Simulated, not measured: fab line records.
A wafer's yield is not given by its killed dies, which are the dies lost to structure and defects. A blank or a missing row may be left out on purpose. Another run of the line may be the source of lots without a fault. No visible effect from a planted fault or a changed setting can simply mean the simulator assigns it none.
fab line records + flow berkeley_cmos170
record
- lots=7
- wafers=21
- last_day=13
route steps=331 shown ZERO@11 NWELL@14 M3@331
lots untouched by any fault: they come from a run of this same line in which no faults occurred
start_h: start of the lot's first displayed wafer, in hours after the record's first day + wait_h: hours since the lot's step before + " the same as in the row above + L1.1+2: several wafers, shown together as one row + - no value present, or no start provided + * or withheld: withheld + < > ~ a bound
route shown NAME@n: names a module that has steps shown in the file, with the first one's number in the route + usual: mean/standard deviation taken from wafers without a fault + same: alike in all rows + chamber/n: place in a boat + sites: readings site by site + _std_site: the standard deviation of these + _edge_site: the outer-site mean with the inner-site mean subtracted + radius_mm: how far each site lies from the wafer's centre + mask NAME#n: copy n + behind: the last tool/chamber to shape the wafer + hold: the reason the lot was held/the length of the hold in hours/how it ended + device: the transistor (n, p or np) that didn't switch + end of line: the route-end tests of the same wafers + a step with no rows: only its recipe + killed: dies that structure and defects cost at the first sort, which is not the same as the wafer's yield + map: the dies of a wafer, with x for killed, . for not killed, _ for no die there
set.NAME: the run value of the setting; set.NAME@STEP: its run value at that earlier step + model.NAME: the simulator's own value behind a step, which no gauge read
lots seen at some steps along the route; tables by step, rows by wafer
services: from which hour (start_h, from the record's first day; less than 0 if before it) a tool's chamber was out of use, for how many hours, and why
## steps
# step UCB170_ZERO_DEVELOP_05
# recipe
- developer=TMAH
- develop_time_s=45
- resist=KrF
- dev_temp_c=21
# step UCB170_ZERO_ETCH_06
# recipe
- chemistry=CHF3/CF4/Ar
- target=SiO2
- time_s=12
- pressure_mtorr=100
- rf_w=500
- CHF3_flow_sccm=50
- cf4_flow_sccm=10
- Ar_flow_sccm=120
- over_etch_frac=1.58
# usual
- drypump_motor_current_A=5.51/0.29
- oes_product_au=0.622/0.0099
- throttle_valve_pct=9.22/0.21
| lot.wafer | tool        | chamber | start_h | wait_h | drypump_motor_current_A | oes_product_au | rf_hours_counter_h | throttle_valve_pct |
|-----------|-------------|---------|---------|--------|-------------------------|----------------|--------------------|--------------------|
| L413.2    | rie_diel-03 | 2       | 32.00   | -      | 5.87                    | 0.627          | 98                 | 9.32               |
| L413.5    | "           | 3       | "       | "      | 5.74                    | 0.634          | -                  | 8.87               |
| L413.6    | "           | 2       | "       | "      | 5.88                    | 0.625          | -                  | 9.31               |
| L419.1    | rie_diel-01 | 2       | 65.67   | -      | 6.02                    | 0.630          | 75                 | 9.27               |
| L419.3    | "           | 3       | "       | "      | 5.48                    | 0.611          | 83                 | 9.00               |
| L419.5    | "           | 0       | "       | "      | 5.58                    | 0.621          | -                  | 9.56               |
| L421.1    | rie_diel-03 | 2       | 69.63   | -      | 5.88                    | 0.634          | 100                | 9.32               |
| L421.2    | "           | 3       | "       | "      | 5.71                    | 0.638          | 14                 | 8.85               |
| L421.5    | "           | 0       | "       | "      | 5.33                    | 0.624          | -                  | 9.24               |
| L423.2    | rie_diel-01 | 1       | 83.61   | -      | 5.20                    | 0.619          | 3                  | 9.03               |
| L423.3    | "           | 2       | "       | "      | 6.03                    | 0.620          | 75                 | 9.29               |
| L423.5    | "           | 3       | "       | "      | 5.48                    | 0.607          | -                  | 9.01               |
| L428.2    | rie_diel-03 | 1       | 106.56  | -      | 5.22                    | 0.625          | 1                  | 9.48               |
| L428.3    | "           | 3       | "       | "      | 5.71                    | 0.627          | 16                 | 8.87               |
| L428.6    | "           | 3       | "       | "      | 5.72                    | 0.632          | -                  | 8.84               |
| L432.1    | rie_diel-01 | 2       | 128.42  | -      | 6.04                    | 0.621          | 77                 | 9.29               |
| L432.2    | "           | 0       | "       | "      | 5.58                    | 0.618          | 108                | 9.59               |
| L432.5    | "           | 1       | "       | "      | 5.21                    | 0.621          | -                  | 9.04               |
| L434.1    | rie_diel-01 | 0       | 136.47  | -      | 5.55                    | 0.614          | 108                | 9.57               |
| L434.2    | "           | 3       | "       | "      | 5.47                    | 0.604          | 85                 | 9.01               |
| L434.5    | "           | 2       | "       | "      | 6.05                    | 0.624          | -                  | 9.29               |
# step UCB170_ZERO_STRIP_07
# recipe
- chemistry=O2
- power_w=400
- pressure_mtorr=3500
- platen_temp_c=withheld
- o2_flow_sccm=400
- overash_fraction=0.5
# usual
- drypump_motor_current_A=5.9/0.4
- oes_product_au=0.727/0.0045
- strip_time_to_endpoint_s=21.50/0.065
| lot.wafer | tool            | chamber | start_h | wait_h | drypump_motor_current_A | oes_product_au | rf_hours_counter_h | strip_time_to_endpoint_s |
|-----------|-----------------|---------|---------|--------|-------------------------|----------------|--------------------|--------------------------|
| L413.2    | plasma_asher-03 | 0       | 32.03   | 0.0    | 5.8                     | 0.721          | 33                 | 21.52                    |
| L413.5    | "               | 1       | "       | "      | 5.2                     | 0.724          | -                  | 21.43                    |
| L413.6    | "               | 0       | "       | "      | 5.8                     | 0.735          | -                  | 21.55                    |
| L419.1    | plasma_asher-02 | 1       | 65.69   | 0.0    | 6.3                     | 0.728          | 35                 | 21.55                    |
| L419.3    | "               | 0       | "       | "      | 6.3                     | 0.722          | -                  | 21.57                    |
| L419.5    | "               | 1       | "       | "      | 6.3                     | 0.727          | -                  | 21.53                    |
| L421.1    | plasma_asher-03 | 1       | 69.65   | 0.0    | 5.3                     | 0.730          | 37                 | 21.50                    |
| L421.2    | "               | 0       | "       | "      | 5.9                     | 0.726          | 37                 | 21.56                    |
| L421.5    | "               | 0       | "       | "      | 5.9                     | 0.740          | -                  | 21.56                    |
| L423.2    | plasma_asher-03 | 1       | 83.63   | 0.0    | 5.2                     | 0.730          | 38                 | 21.53                    |
| L423.3    | "               | 0       | "       | "      | 5.8                     | 0.732          | -                  | 21.56                    |
| L423.5    | "               | 0       | "       | "      | 5.8                     | 0.728          | -                  | 21.48                    |
| L428.2    | plasma_asher-01 | 1       | 106.58  | 0.0    | 6.3                     | 0.729          | 40                 | 21.47                    |
| L428.3    | "               | 1       | "       | "      | 6.3                     | 0.725          | -                  | 21.36                    |
| L428.6    | "               | 1       | "       | "      | 6.3                     | 0.737          | -                  | 21.38                    |
| L432.1    | plasma_asher-02 | 0       | 128.44  | 0.0    | 6.3                     | 0.726          | 1                  | 21.49                    |
| L432.2    | "               | 1       | "       | "      | 6.3                     | 0.726          | 1                  | 21.50                    |
| L432.5    | "               | 1       | "       | "      | 6.3                     | 0.732          | -                  | 21.44                    |
| L434.1    | plasma_asher-03 | 0       | 136.50  | 0.0    | 5.8                     | 0.727          | 44                 | 21.52                    |
| L434.2    | "               | 1       | "       | "      | 5.3                     | 0.726          | 44                 | 21.51                    |
| L434.5    | "               | 1       | "       | "      | 5.3                     | 0.727          | -                  | 21.49                    |
# step UCB170_NWELL_WET_ETCH_00
# recipe
- chemistry=dHF
- dilution=25:1
- target=SiO2
- temp_c=25
- time_s=200
# step UCB170_NWELL_OXIDATION_01
# recipe
- temp_c=1000
- ambient=O2
- target_thk_a=264
- ox_time_s=1260
# step UCB170_NWELL_THK_MEAS_02
# recipe
- reads=SiO2_of_NWELL_OXIDATION_01
# usual
- NWELL_OXIDE_THK=26.4/0.57
| lot.wafer | tool          | chamber | start_h | wait_h | NWELL_OXIDE_THK[nm] |
|-----------|---------------|---------|---------|--------|---------------------|
| L413.2    | film_metro-02 | -       | 39.71   | 0.0    | 27.5                |
| L413.5    | "             | -       | "       | "      | 27.3                |
| L413.6    | "             | -       | "       | "      | 27.1                |
| L419.1    | film_metro-03 | -       | 70.55   | 0.0    | 27.6                |
| L419.3    | "             | -       | "       | "      | 27.6                |
| L419.5    | "             | -       | "       | "      | 27.1                |
| L421.1    | film_metro-01 | -       | 74.60   | 0.0    | 26.5                |
| L421.2    | "             | -       | "       | "      | 26.4                |
| L421.5    | "             | -       | "       | "      | 26.2                |
| L423.2    | film_metro-03 | -       | 87.59   | 0.1    | 26.7                |
| L423.3    | "             | -       | "       | "      | 26.5                |
| L423.5    | "             | -       | "       | "      | 26.4                |
| L428.2    | film_metro-01 | -       | 112.35  | 0.0    | 26.5                |
| L428.3    | "             | -       | "       | "      | 26.4                |
| L428.6    | "             | -       | "       | "      | 26.9                |
| L432.1    | film_metro-02 | -       | 133.13  | 0.0    | 26.0                |
| L432.2    | "             | -       | "       | "      | 26.4                |
| L432.5    | "             | -       | "       | "      | 26.0                |
| L434.1    | film_metro-03 | -       | 143.68  | 0.0    | 25.6                |
| L434.2    | "             | -       | "       | "      | 25.5                |
| L434.5    | "             | -       | "       | "      | 25.8                |
# step UCB170_NWELL_ANNEAL_03
# recipe
- temp_c=1000
- time_s=900
- ambient=N2
# step UCB170_NWELL_CVD_04
# recipe
- material=Si3N4
- target_thk_nm=224
- temp_c=800
- precursor=SiH2Cl2/NH3
- time_s=3360
- pressure_mtorr=200
- sih2cl2_flow_sccm=25
- nh3_flow_sccm=75
# step UCB170_NWELL_THK_MEAS_05
# recipe
- reads=Si3N4_of_NWELL_CVD_04
# usual
- NWELL_NITRIDE_THK=223.5/1.7
| lot.wafer | tool          | chamber | start_h | wait_h | NWELL_NITRIDE_THK[nm] |
|-----------|---------------|---------|---------|--------|-----------------------|
| L413.2    | film_metro-03 | -       | 47.78   | 0.0    | 222.6                 |
| L413.5    | "             | -       | "       | "      | 223.3                 |
| L413.6    | "             | -       | "       | "      | 220.3                 |
| L419.1    | film_metro-03 | -       | 77.79   | 0.0    | 222.2                 |
| L419.3    | "             | -       | "       | "      | 223.6                 |
| L419.5    | "             | -       | "       | "      | 222.7                 |
| L421.1    | film_metro-03 | -       | 82.97   | 0.0    | 222.8                 |
| L421.2    | "             | -       | "       | "      | 221.5                 |
| L421.5    | "             | -       | "       | "      | 223.0                 |
| L423.2    | film_metro-01 | -       | 99.95   | 0.0    | 222.8                 |
| L423.3    | "             | -       | "       | "      | 223.6                 |
| L423.5    | "             | -       | "       | "      | 224.4                 |
| L428.2    | film_metro-03 | -       | 121.36  | 0.0    | 225.8                 |
| L428.3    | "             | -       | "       | "      | 225.3                 |
| L428.6    | "             | -       | "       | "      | 224.2                 |
| L432.1    | film_metro-01 | -       | 142.77  | 0.0    | 222.7                 |
| L432.2    | "             | -       | "       | "      | 224.6                 |
| L432.5    | "             | -       | "       | "      | 222.3                 |
| L434.1    | film_metro-01 | -       | 154.49  | 0.0    | 225.1                 |
| L434.2    | "             | -       | "       | "      | 224.5                 |
| L434.5    | "             | -       | "       | "      | 223.7                 |
# step UCB170_NWELL_HMDS_06
# recipe
- prime_time_s=60
- prime_temp_c=100
# step UCB170_NWELL_COAT_07
# recipe
- resist=KrF
- spin_rpm=1500
- resist_thk_nm=900
# step UCB170_NWELL_SOFTBAKE_08
# recipe
- resist=KrF
- temp_c=130
- time_s=60
# step UCB170_NWELL_EXPOSE_09
# recipe
- mask_id=NWELL
- target_cd_nm=3000
- na=0.5
- sigma_outer=0.6
- source_shape=conventional
- dose_mj=25
# usual
- reticle_temp_C=23.01/0.09
| lot.wafer | tool           | chamber | start_h | wait_h | mask    | reticle_temp_C | model.NWELL.overlay_x_nm |
|-----------|----------------|---------|---------|--------|---------|----------------|--------------------------|
| L413.2    | krf_scanner-01 | 0       | 48.35   | 0.2    | NWELL#0 | 22.92          | -8.719                   |
| L413.5    | "              | 0       | "       | "      | NWELL#0 | 23.00          | -8.719                   |
| L413.6    | "              | 0       | "       | "      | NWELL#0 | 23.09          | -8.719                   |
| L419.1    | krf_scanner-01 | 0       | 78.30   | 0.1    | NWELL#0 | 22.93          | 917.3                    |
| L419.3    | "              | 0       | "       | "      | NWELL#0 | 22.99          | 917.3                    |
| L419.5    | "              | 0       | "       | "      | NWELL#0 | 22.91          | 917.3                    |
| L421.1    | krf_scanner-01 | 0       | 83.60   | 0.2    | NWELL#0 | 23.06          | 923.3                    |
| L421.2    | "              | 0       | "       | "      | NWELL#0 | 23.06          | 923.3                    |
| L421.5    | "              | 0       | "       | "      | NWELL#0 | 22.95          | 923.3                    |
| L423.2    | krf_scanner-01 | 0       | 100.71  | 0.4    | NWELL#0 | 22.86          | 919.6                    |
| L423.3    | "              | 0       | "       | "      | NWELL#0 | 22.97          | 919.6                    |
| L423.5    | "              | 0       | "       | "      | NWELL#0 | 23.09          | 919.6                    |
| L428.2    | krf_scanner-02 | 0       | 122.30  | 0.2    | NWELL#0 | 23.33          | 10.99                    |
| L428.3    | "              | 0       | "       | "      | NWELL#0 | 23.10          | 10.99                    |
| L428.6    | "              | 0       | "       | "      | NWELL#0 | 23.10          | 10.99                    |
| L432.1    | krf_scanner-02 | 0       | 143.64  | 0.5    | NWELL#0 | 22.98          | 0.5188                   |
| L432.2    | "              | 0       | "       | "      | NWELL#0 | 23.06          | 0.5188                   |
| L432.5    | "              | 0       | "       | "      | NWELL#0 | 23.07          | 0.5188                   |
| L434.1    | krf_scanner-02 | 0       | 155.12  | 0.2    | NWELL#0 | 23.02          | 0.1645                   |
| L434.2    | "              | 0       | "       | "      | NWELL#0 | 23.10          | 0.1645                   |
| L434.5    | "              | 0       | "       | "      | NWELL#0 | 22.97          | 0.1645                   |
# step UCB170_NWELL_PEB_10
# recipe
- peb_temp_c=130
- peb_time_s=withheld
- resist=KrF
# step UCB170_NWELL_DEVELOP_11
# recipe
- developer=TMAH
- develop_time_s=45
- resist=KrF
- dev_temp_c=21
# step UCB170_NWELL_OVL_MEAS_12
# usual
- NWELL_OVL=-1/4.1
| lot.wafer | tool       | chamber | start_h | wait_h | NWELL_OVL[nm] |
|-----------|------------|---------|---------|--------|---------------|
| L413.2    | overlay-01 | -       | 48.95   | -      | -5            |
| L413.5    | "          | -       | "       | "      | -2            |
| L413.6    | "          | -       | "       | "      | -6            |
| L419.1    | overlay-02 | -       | 78.69   | -      | 921           |
| L419.3    | "          | -       | "       | "      | 916           |
| L419.5    | "          | -       | "       | "      | 925           |
| L421.1    | overlay-02 | -       | 83.99   | -      | 918           |
| L421.2    | "          | -       | "       | "      | 913           |
| L421.5    | "          | -       | "       | "      | 922           |
| L423.2    | overlay-01 | -       | 101.09  | -      | 921           |
| L423.3    | "          | -       | "       | "      | 921           |
| L423.5    | "          | -       | "       | "      | 920           |
| L428.2    | overlay-02 | -       | 123.23  | -      | 0             |
| L428.3    | "          | -       | "       | "      | 3             |
| L428.6    | "          | -       | "       | "      | -1            |
| L432.1    | overlay-01 | -       | 144.03  | -      | -1            |
| L432.2    | "          | -       | "       | "      | -5            |
| L432.5    | "          | -       | "       | "      | -5            |
| L434.1    | overlay-02 | -       | 155.51  | -      | 5             |
| L434.2    | "          | -       | "       | "      | -1            |
| L434.5    | "          | -       | "       | "      | -3            |
# step UCB170_NWELL_ETCH_13
# recipe
- chemistry=CH3F/Ar/O2
- target=Si3N4
- stop_on=SiO2
- CH3F_flow_sccm=20
- Ar_flow_sccm=50
- O2_flow_sccm=7
- pressure_mtorr=50
- rf_w=450
- target_depth_a=2464
- over_etch_frac=0.1
- time_s=154
# usual
- drypump_motor_current_A=5.61/0.27
- oes_product_au=0.948/0.014
- throttle_valve_pct=8.03/0.18
| lot.wafer | tool        | chamber | start_h | wait_h | drypump_motor_current_A | oes_product_au | rf_hours_counter_h | throttle_valve_pct |
|-----------|-------------|---------|---------|--------|-------------------------|----------------|--------------------|--------------------|
| L413.2    | rie_diel-02 | 1       | 48.98   | 0.0    | 5.89                    | 0.921          | 79                 | 8.05               |
| L413.5    | "           | 3       | "       | "      | 5.90                    | 0.948          | -                  | 8.04               |
| L413.6    | "           | 2       | "       | "      | 5.69                    | 0.954          | -                  | 7.99               |
| L419.1    | rie_diel-03 | 0       | 78.72   | 0.0    | 5.35                    | 0.941          | 95                 | 8.03               |
| L419.3    | "           | 2       | "       | "      | 5.89                    | 0.958          | 100                | 8.10               |
| L419.5    | "           | 3       | "       | "      | 5.74                    | 0.957          | -                  | 7.70               |
| L421.1    | rie_diel-03 | 2       | 84.03   | 0.0    | 5.85                    | 0.944          | 101                | 8.10               |
| L421.2    | "           | 3       | "       | "      | 5.72                    | 0.956          | 15                 | 7.70               |
| L421.5    | "           | 2       | "       | "      | 5.87                    | 0.954          | -                  | 8.10               |
| L423.2    | rie_diel-01 | 0       | 101.12  | 0.0    | 5.56                    | 0.940          | 107                | 8.35               |
| L423.3    | "           | 3       | "       | "      | 5.49                    | 0.921          | 85                 | 7.85               |
| L423.5    | "           | 2       | "       | "      | 6.03                    | 0.945          | -                  | 8.09               |
| L428.2    | rie_diel-03 | 2       | 123.26  | 0.0    | 5.85                    | 0.964          | 104                | 8.11               |
| L428.3    | "           | 1       | "       | "      | 5.22                    | 0.963          | 2                  | 8.31               |
| L428.6    | "           | 3       | "       | "      | 5.72                    | 0.972          | -                  | 7.70               |
| L432.1    | rie_diel-02 | 0       | 144.07  | 0.0    | 5.62                    | 0.939          | 138                | 8.00               |
| L432.2    | "           | 3       | "       | "      | 5.88                    | 0.945          | 134                | 8.03               |
| L432.5    | "           | 0       | "       | "      | 5.64                    | 0.931          | -                  | 8.00               |
| L434.1    | rie_diel-02 | 0       | 155.55  | 0.0    | 5.61                    | 0.942          | 139                | 7.99               |
| L434.2    | "           | 3       | "       | "      | 5.90                    | 0.955          | 134                | 8.04               |
| L434.5    | "           | 3       | "       | "      | 5.90                    | 0.950          | -                  | 8.05               |
# step UCB170_M3_PROBE_99
| lot.wafer | tool      | chamber | start_h | wait_h | model.etest.nwell.width_nm | model.etest.iso_pplus_pwell.bv_v | model.etest.nwell.line_ohm_um | model.etest.iso_pplus_pwell.lateral_log10_a_um | model.etest.iso_nplus_nwell.lateral_log10_a_um |
|-----------|-----------|---------|---------|--------|----------------------------|----------------------------------|-------------------------------|------------------------------------------------|------------------------------------------------|
| L413.2    | prober-02 | -       | 200.57  | 0.1    | 2371                       | 22.11                            | 366.5                         | -8.397                                         | -8.153                                         |
| L413.5    | prober-02 | -       | 200.72  | 0.2    | 2369                       | 23.22                            | 372.3                         | -8.407                                         | -8.156                                         |
| L413.6    | prober-02 | -       | 200.77  | 0.2    | 2351                       | 23.39                            | 369.9                         | -8.434                                         | -8.112                                         |
| L419.1    | prober-02 | -       | 235.95  | 0.1    | 2318                       | 4.989                            | 371.6                         | -8.08                                          | -8.302                                         |
| L419.3    | prober-02 | -       | 236.05  | 0.2    | 2317                       | 4.617                            | 364.4                         | -8.109                                         | -8.278                                         |
| L419.5    | prober-02 | -       | 236.15  | 0.2    | 2329                       | 4.829                            | 373.5                         | -8.17                                          | -8.306                                         |
| L421.1    | prober-02 | -       | 236.30  | 0.1    | 2316                       | 3.467                            | 368                           | -8.065                                         | -8.249                                         |
| L421.2    | prober-02 | -       | 236.35  | 0.1    | 2332                       | 3.814                            | 368.6                         | -8.065                                         | -8.283                                         |
| L421.5    | prober-02 | -       | 236.50  | 0.2    | 2304                       | 3.659                            | 372.7                         | -8.094                                         | -8.249                                         |
| L423.2    | prober-01 | -       | 250.20  | 0.1    | 2306                       | 6.102                            | 371                           | -8.196                                         | -8.318                                         |
| L423.3    | prober-01 | -       | 250.25  | 0.2    | 2322                       | 5.173                            | 375.6                         | -8.133                                         | -8.294                                         |
| L423.5    | prober-01 | -       | 250.35  | 0.2    | 2320                       | 5.736                            | 374.7                         | -8.15                                          | -8.325                                         |
| L428.2    | prober-01 | -       | 275.93  | 0.1    | 2361                       | 22.54                            | 368                           | -8.456                                         | -8.099                                         |
| L428.3    | prober-01 | -       | 275.98  | 0.2    | 2351                       | 22.5                             | 367.3                         | -8.48                                          | -8.106                                         |
| L428.6    | prober-01 | -       | 276.13  | 0.2    | 2360                       | 22.69                            | 368.2                         | -8.418                                         | -8.071                                         |
| L432.1    | prober-02 | -       | 291.56  | 0.1    | 2372                       | 21.69                            | 367.6                         | -8.415                                         | -8.148                                         |
| L432.5    | prober-02 | -       | 291.76  | 0.2    | 2357                       | 22.51                            | 368.2                         | -8.419                                         | -8.058                                         |
| L434.1    | prober-02 | -       | 308.63  | 0.1    | 2367                       | 23.67                            | 366.4                         | -8.444                                         | -8.137                                         |
| L434.2    | prober-02 | -       | 308.68  | 0.1    | 2371                       | 22.58                            | 367.1                         | -8.484                                         | -8.114                                         |
| L434.5    | prober-02 | -       | 308.83  | 0.2    | 2369                       | 22.77                            | 363.4                         | -8.42                                          | -8.129                                         |
# killed by level:class
L413.5 M3:geometric_particle:short=2 SCREENOX:geometric_particle:open=1 GATE:geometric_particle:open=1 SPACER:geometric_particle:short=1 V1:geometric_particle:open=1 M2:geometric_particle:short=1
L413.6 SCREENOX:geometric_particle:open=1 SILICIDE:geometric_particle:short=1 V1:geometric_particle:short=1
L419.1 GATE:geometric_particle:open=1 SILICIDE:geometric_particle:short=1 M2:geometric_particle:short=1 M3:geometric_particle:short=1
L419.3 SPACER:geometric_particle:short=1 CONTACT:geometric_particle:open=1
L419.5
L423.2 SPACER:geometric_particle:short=1 M1:geometric_particle:short=1
L423.3 WELLDRIVE:geometric_particle:open=1 SPACER:geometric_particle:open=1
L423.5 START:geometric_particle:open=1 SPACER:geometric_particle:open=1 V1:geometric_particle:open=1
L428.2 GATE:geometric_particle:open=1
L428.3 M1:geometric_particle:open=1 M3:geometric_particle:short=1 M3:geometric_particle:open=1
L428.6 ACTIVE:geometric_particle:short=1 FIELD:geometric_particle:short=1 GATE:geometric_particle:short=1 M3:geometric_particle:short=1
L432.1 V1:geometric_particle:open=1 V2:geometric_particle:open=1 ACTIVE:area_etch=1
L432.5 START:geometric_particle:open=1 WELLDRIVE:geometric_particle:open=1 GATE:geometric_particle:short=1 SILICIDE:geometric_particle:short=1 SILICIDE:geometric_particle:open=1 M1:geometric_particle:short=1
L434.1 START:geometric_particle:open=1 SPACER:geometric_particle:short=1 SILICIDE:geometric_particle:short=1 SILICIDE:geometric_particle:open=1
L434.2 M3:geometric_particle:short=2 START:geometric_particle:open=1 START:geometric_particle:short=1 SPACER:geometric_particle:open=1
L434.5 V1:geometric_particle:short=1 V2:geometric_particle:open=1
## services
| tool            | chamber | start_h | hours | kind           |
|-----------------|---------|---------|-------|----------------|
| rie_diel-02     | 0       | 26.42   | 1.3   | repair         |
| krf_scanner-02  | -       | 37.10   | 0.8   | pm             |
| krf_scanner-02  | -       | 41.08   | 1.0   | pm             |
| krf_scanner-01  | -       | 56.23   | 1.3   | pm             |
| plasma_asher-02 | -       | 56.31   | 1.3   | repair         |
| rie_diel-01     | 1       | 62.30   | 2.5   | repair         |
| rie_diel-03     | 3       | 64.93   | 1.5   | repair         |
| krf_scanner-01  | -       | 69.00   | 1.0   | pm             |
| rie_diel-02     | 0       | 70.07   | 4.1   | repair         |
| rie_diel-03     | 1       | 78.60   | -     | clean          |
| rie_diel-03     | 1       | 78.60   | 16.5  | scheduled_down |
| plasma_asher-03 | -       | 97.82   | 3.0   | repair         |
| krf_scanner-02  | -       | 100.57  | 3.6   | pm             |
| rie_diel-01     | -       | 103.85  | 15.6  | pm             |
| rie_diel-02     | 1       | 104.22  | 5.6   | repair         |
| rie_diel-02     | -       | 105.07  | 2.8   | pm             |
| plasma_asher-02 | -       | 108.75  | 9.0   | pm             |
| rie_diel-03     | -       | 125.90  | 4.3   | pm             |
| plasma_asher-03 | -       | 127.12  | 1.0   | repair         |
| rie_diel-03     | 0       | 132.26  | 15.3  | repair         |
| krf_scanner-01  | -       | 142.26  | 0.8   | pm             |
| krf_scanner-01  | -       | 145.41  | 0.4   | repair         |
| krf_scanner-01  | -       | 151.59  | 4.0   | pm             |
| rie_diel-01     | -       | 154.24  | 5.6   | repair         |
## key
first_sign
- step=UCB170_NWELL_OVL_MEAS_12
- reading=NWELL_OVL
- direction=up
- sigmas=99+
- usual=-1
- struck=920
effect none on later readings
model_effect
- step=UCB170_NWELL_EXPOSE_09
- value=NWELL.overlay_x_nm
- without=-1.224
- struck=920
model_effect
- step=UCB170_M3_PROBE_99
- value=etest.nwell.width_nm
- without=2364
- struck=2318
met_at UCB170_NWELL_EXPOSE_09
struck_wafers L419.1,L419.3,L419.5,L421.1,L421.2,L421.5,L423.2,L423.3,L423.5
sort_left_out L421.1,L421.2,L421.5
tester_left_out L419,L421,L423
onset_between 48.35 78.30
fault
- kind=scanner_matching_overlay
- tool=krf_scanner-01
- chamber=-
- onset_h=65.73
- steps=UCB170_NWELL_EXPOSE_09
- offset=921.27
# tester_left_out: of these lots the tester's yield and bins aren't shown, on N5 and GAA mostly nor the transistor test; their killed dies are dies lost to structure and defects alone, not to doping, threshold or leakage, so they don't give the yield
# sort_left_out: the simulated sort isn't trusted on such a fault, so these wafers' sort isn't shown, and their yield isn't known
